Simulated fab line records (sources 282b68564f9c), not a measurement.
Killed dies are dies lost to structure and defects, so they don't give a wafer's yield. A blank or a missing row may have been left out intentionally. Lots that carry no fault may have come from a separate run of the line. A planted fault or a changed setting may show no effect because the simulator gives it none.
Which tool is to blame? ; flow rit cmos ; 45 wafers from 15 lots sampled at 4 of the route's 202 steps

## WHAT EACH GAUGE READ, for each wafer
RIT_FOX1_THK_MEAS_01.
lot;measured;on;FOX1_OXIDE_THK (nm)
L607;day 1 19:04;film metro-01;355 355 356
L608;day 1 23:56;film metro-01;361 361 366
L609;day 2 05:41;film metro-03;353 346 340
L615;day 3 10:49;film metro-03;349 353 358
L616;day 3 16:55;film metro-01;347 347 349
L617;day 3 19:47;film metro-01;355 363 355
L618;day 4 00:55;film metro-01;347 338 345
L619;day 4 06:40;film metro-02;353 353 354
L620;day 4 11:45;film metro-02;357 357 357
L621;day 4 14:55;film metro-03;352 350 347
L623;day 5 02:43;film metro-01;355 349 353
L625;day 5 12:14;film metro-02;360 361 361
L626;day 5 18:06;film metro-01;358 362 366
L628;day 6 03:44;film metro-01;359 360 357
L630;day 6 11:59;film metro-01;355 353 356

RIT_PRETRO_TW_MEAS_10.
lot;measured;on;PRETRO_TW
L607;day 2 09:55;film metro-03;470 470 472
L608;day 2 14:59;film metro-02;482 485 480
L609;day 2 22:12;film metro-03;471 470 471
L615;day 4 02:35;film metro-02;481 482 481
L616;day 4 08:56;film metro-02;483 481 484
L617;day 4 11:02;film metro-01;479 478 475
L618;day 4 15:28;film metro-02;453 455 455
L619;day 4 21:20;film metro-02;455 455 457
L620;day 5 01:53;film metro-01;449 448 448
L621;day 5 05:27;film metro-03;466 464 463
L623;day 5 17:04;film metro-01;475 475 476
L625;day 6 03:50;film metro-03;466 464 463
L626;day 6 08:34;film metro-03;467 466 465
L628;day 6 18:01;film metro-02;483 483 483
L630;day 7 03:44;film metro-02;481 482 482

## WHAT TOOL EACH LOT RAN ON (gives the tool, then ch and the chambers of the sampled wafers, and finally the start)
lot;RIT_ACTIVE_STRIP_14;RIT_PRETRO_IMPLANT_08
L607;plasma asher-03 ch 1, day 1 16:06;implanter-04 ch 0, day 2 09:35
L608;plasma asher-01 ch 0,1, day 1 20:55;implanter-04 ch 0, day 2 14:40
L609;plasma asher-01 ch 0,1, day 2 01:40;implanter-02 ch 0, day 2 21:52
L615;plasma asher-02 ch 0, day 3 07:01;implanter-02 ch 0, day 4 02:17
L616;plasma asher-02 ch 0,1, day 3 12:52;implanter-04 ch 0, day 4 08:37
L617;plasma asher-01 ch 0,1, day 3 17:47;implanter-02 ch 0, day 4 10:43
L618;plasma asher-01 ch 1, day 3 21:50;implanter-02 ch 0, day 4 15:08
L619;plasma asher-03 ch 0,1, day 4 03:52;implanter-02 ch 0, day 4 21:04
L620;plasma asher-03 ch 0,1, day 4 09:45;implanter-02 ch 0, day 5 01:34
L621;plasma asher-03 ch 0,1, day 4 12:55;implanter-04 ch 0, day 5 05:07
L623;plasma asher-01 ch 0,1, day 4 22:50;implanter-04 ch 0, day 5 16:44
L625;plasma asher-03 ch 0,1, day 5 09:00;implanter-01 ch 0, day 6 03:31
L626;plasma asher-01 ch 0,1, day 5 16:08;implanter-04 ch 0, day 6 08:16
L628;plasma asher-03 ch 0,1, day 5 23:50;implanter-04 ch 0, day 6 17:41
L630;plasma asher-03 ch 0, day 6 09:59;implanter-04 ch 0, day 7 03:26
- RIT_ACTIVE_STRIP_14: strips in O2, time 180 s.
- RIT_PRETRO_IMPLANT_08

## AS READ BY THE TOOLS THEMSELVES (means over the sampled wafers that have a number; for cases with no such wafer, the mark the record gives instead)
RIT_ACTIVE_STRIP_14.
lot;tool;drypump motor current A (A);o2 flow sccm (sccm)
L607;plasma asher-03;6.3;4003
L608;plasma asher-01;5.3;3995
L609;plasma asher-01;5.5;4005
L615;plasma asher-02;6.1;3999
L616;plasma asher-02;6.1;3996
L617;plasma asher-01;5.5;3995
L618;plasma asher-01;5.1;3991
L619;plasma asher-03;6.0;4006
L620;plasma asher-03;6.2;3985
L621;plasma asher-03;6.0;3995
L623;plasma asher-01;5.3;3992
L625;plasma asher-03;6.1;3999
L626;plasma asher-01;5.5;3994
L628;plasma asher-03;6.1;3994
L630;plasma asher-03;5.9;3990

RIT_PRETRO_IMPLANT_08.
lot;tool;beam on s (s);dose ions cm2;faraday current uA
L607;implanter-04;9.91;1.2011e+13;38.4
L608;implanter-04;10.02;1.2002e+13;38.0
L609;implanter-02;10.01;1.1988e+13;38.0
L615;implanter-02;9.76;1.1995e+13;39.1
L616;implanter-04;10.07;1.2007e+13;37.8
L617;implanter-02;9.99;1.1986e+13;38.1
L618;implanter-02;10.17;9.9700e+12;31.0
L619;implanter-02;10.10;9.9740e+12;31.3
L620;implanter-02;10.04;9.9710e+12;31.4
L621;implanter-04;9.90;1.2012e+13;38.4
L623;implanter-04;9.93;1.2000e+13;38.3
L625;implanter-01;9.91;1.1999e+13;38.4
L626;implanter-04;9.96;1.2017e+13;38.1
L628;implanter-04;9.78;1.2004e+13;38.9
L630;implanter-04;10.00;1.1985e+13;38.0

## THE ANSWER, worked out from the rows above alone
Rule: usual is defined by the lots themselves. Put in order of their means at a reading, lots are off if they are a third of the lots or fewer, leave a main group of 4 or more, and stand apart from it by a gap of 3 or more times the standard deviation of the main group's means; of several such gaps the widest counts. If all means in a main group match to the digits the tables above print for the reading, that group is not used. Also off: a lot with no number at a reading for which 4 or more lots have one. Where the step has rows for the other lots, those lots are counted as sound. After the gauges, taken in route order, come the tools' own readings; for these a lot's mean is taken, as printed above. At the first step where some lot is off, the reading lying furthest off is the one used; lots without a number count as furthest.
Off at RIT_PRETRO_IMPLANT_08 (dose ions cm2): L618, L619, L620. For the main group the mean is 1.2000e+13 and the standard deviation 1e+10.
If a tool, at that step or one of the process steps before it, ran each lot that is off and ran no sound lot following the first of them, it fits. One candidate fits, namely implanter-02 at RIT_PRETRO_IMPLANT_08. A fault onset in the window from L617 (day 4 10:43, its last sound lot) to L618 (day 4 15:08, its first lot off) fits.
The tool's own readings at RIT_PRETRO_IMPLANT_08 bear it out: on the lots that are off they differ by more than 5 times the standard deviation of the sound lots' means. dose ions cm2 reads 9.9717e+12 there against 1.2000e+13 on the sound lots; faraday current uA reads 31.2 there against 38.3 on the sound lots.

## WHAT THE SIMULATOR PUT IN
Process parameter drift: implanter-02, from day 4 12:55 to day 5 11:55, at RIT_PRETRO_IMPLANT_08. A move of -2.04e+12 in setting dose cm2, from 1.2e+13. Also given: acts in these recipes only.
Struck lots among those shown: L618, L619, L620. The rule above found the same.
